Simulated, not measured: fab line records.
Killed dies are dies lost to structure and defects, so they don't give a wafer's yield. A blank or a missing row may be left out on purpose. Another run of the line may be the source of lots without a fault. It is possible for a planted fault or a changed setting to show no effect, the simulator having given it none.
Split-lot experiment + flow ritCmos + route with 202 steps; 5 lots, 23 wafers read

## ABOUT THE SPLIT
At RIT_NLDD_COAT_01 (resist thk 1000 nm), the setting resistThkNm was moved away from the recipe's 1000 nm on 8 of the 23 wafers read, by -4.3% to +4.2%. This setting was run at the recipe's value on the other wafers.

## FROM THE SPLIT TO THE READING: what the file shows between them, 3 steps
- RIT_NLDD_SOFTBAKE_02: time 60 s
- RIT_NLDD_EXPOSE_03: exposes mask M7, target cd 40700 nm
- RIT_NLDD_DEVELOP_05: develop time 50 s

## THE READING
NOVOLAK_of_NLDD_COAT_01.thkNm (the simulator's own value, which no gauge read), in nm, at RIT_NLDD_HARDBAKE_07 (time 60 s). The file gives no usual value for it. Average 886.4 nm, standard deviation 2.5 nm, over the 15 wafers here run with the recipe.

| wafer  | tool, chamber at the split | resistThkNm as run, nm | against the recipe | NOVOLAK_of_NLDD_COAT_01.thkNm, nm | against lot-mates on the recipe |
|--------|----------------------------|------------------------|--------------------|-----------------------------------|---------------------------------|
| L074.1 | lithoTrack-02, 0           | 961.8                  | -3.8%              | 856.3                             | -32.8                           |
| L074.3 | lithoTrack-02, 0           | 1000                   | recipe             | 888.1                             | -                               |
| L074.4 | lithoTrack-02, 0           | 1000                   | recipe             | 888.8                             | -                               |
| L074.5 | lithoTrack-02, 0           | 1000                   | recipe             | 890.5                             | -                               |
| L074.6 | lithoTrack-02, 0           | 961.8                  | -3.8%              | 854.1                             | -35.0                           |
| L076.1 | lithoTrack-04, 0           | 1042                   | +4.2%              | 917.7                             | +35.0                           |
| L076.2 | lithoTrack-04, 0           | 1000                   | recipe             | 882.2                             | -                               |
| L076.3 | lithoTrack-04, 0           | 1042                   | +4.2%              | 917.9                             | +35.2                           |
| L076.5 | lithoTrack-04, 0           | 1000                   | recipe             | 882.1                             | -                               |
| L076.6 | lithoTrack-04, 0           | 1000                   | recipe             | 883.9                             | -                               |
| L080.2 | lithoTrack-02, 0           | 1000                   | recipe             | 888.2                             | -                               |
| L080.4 | lithoTrack-02, 0           | 1000                   | recipe             | 888.4                             | -                               |
| L080.6 | lithoTrack-02, 0           | 1000                   | recipe             | 887.3                             | -                               |
| L081.1 | lithoTrack-02, 0           | 1000                   | recipe             | 884.2                             | -                               |
| L081.3 | lithoTrack-02, 0           | 1000                   | recipe             | 886.2                             | -                               |
| L081.4 | lithoTrack-02, 0           | 956.9                  | -4.3%              | 847.7                             | -37.9                           |
| L081.5 | lithoTrack-02, 0           | 1000                   | recipe             | 886.4                             | -                               |
| L081.6 | lithoTrack-02, 0           | 956.9                  | -4.3%              | 848.4                             | -37.2                           |
| L084.1 | lithoTrack-02, 0           | 1039                   | +3.9%              | 924                               | +37.3                           |
| L084.2 | lithoTrack-02, 0           | 1039                   | +3.9%              | 923.5                             | +36.8                           |
| L084.4 | lithoTrack-02, 0           | 1000                   | recipe             | 889.2                             | -                               |
| L084.5 | lithoTrack-02, 0           | 1000                   | recipe             | 885.3                             | -                               |
| L084.6 | lithoTrack-02, 0           | 1000                   | recipe             | 885.6                             | -                               |

THE FIT
A straight line over all 23 wafers: NOVOLAK_of_NLDD_COAT_01.thkNm changes by +8.51 nm for each +1% of resistThkNm; r = +0.99; the points scatter about the line by 2.9 nm.
The same after taking each lot's own level away (the mean of its wafers on the recipe; 23 wafers): +8.83 nm for each +1%; r = +1.00; scatter 1.4 nm.
Per that fit: largest resistThkNm move, reading shift of 38 nm.
Across the lots, their own levels run from 882.73 to 889.13 nm, a range of 2.6 times the standard deviation given above.
Hence the lot-to-lot level has little effect on the slope; both slopes agree.
Check: with one of the wafers moved furthest among these (-4.3%) left out of the fit, the line predicts -38 nm for it against its lot-mates. It came out at -37.9 nm against them.

## ADDITIONAL SPLITS CARRIED BY THESE WAFERS
Other splits were also applied to these wafers ahead of the reading. Each is held against what the fit with the lots' levels taken away leaves over:
| other split on the same wafers  | wafers away from the commonest value | r with NOVOLAK_of_NLDD_COAT_01.thkNm (lot level and that fit taken away) |
|---------------------------------|--------------------------------------|--------------------------------------------------------------------------|
| RIT_ACTIVE_CVD_03 timeS         | 15                                   | +0.02                                                                    |
| RIT_ACTIVE_ETCH_13 rfW          | 10                                   | +0.07                                                                    |
| RIT_FOX1_OXIDATION_00 tempC     | 5                                    | +0.37                                                                    |
| RIT_NWELL_IMPLANT_08 energyKev  | 6                                    | +0.15                                                                    |
| RIT_PWELL_IMPLANT_08 energyKev  | 10                                   | +0.26                                                                    |
| RIT_PRETRO_SOFTBAKE_02 tempC    | 7                                    | +0.49                                                                    |
| RIT_PRETRO_IMPLANT_08 energyKev | 10                                   | -0.06                                                                    |

## THE WHOLE CHAIN: every reading that the file lists as answering this split, in the file's order
| step                 | what it does       | reading                                                                        | change (the file's fit)              | r (the file's) |
|----------------------|--------------------|--------------------------------------------------------------------------------|--------------------------------------|----------------|
| RIT_NLDD_COAT_01     | resist thk 1000 nm | NOVOLAK_of_NLDD_COAT_01.thkNm (the simulator's own value, which no gauge read) | +10.1 nm for each +1% of the setting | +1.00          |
| RIT_NLDD_HARDBAKE_07 | time 60 s          | NOVOLAK_of_NLDD_COAT_01.thkNm (the simulator's own value, which no gauge read) | +8.84 nm for each +1% of the setting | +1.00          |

## THE FILE'S OWN FIT
NOVOLAK_of_NLDD_COAT_01.thkNm changes by +8.84 nm for each +1% of resistThkNm, r = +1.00.
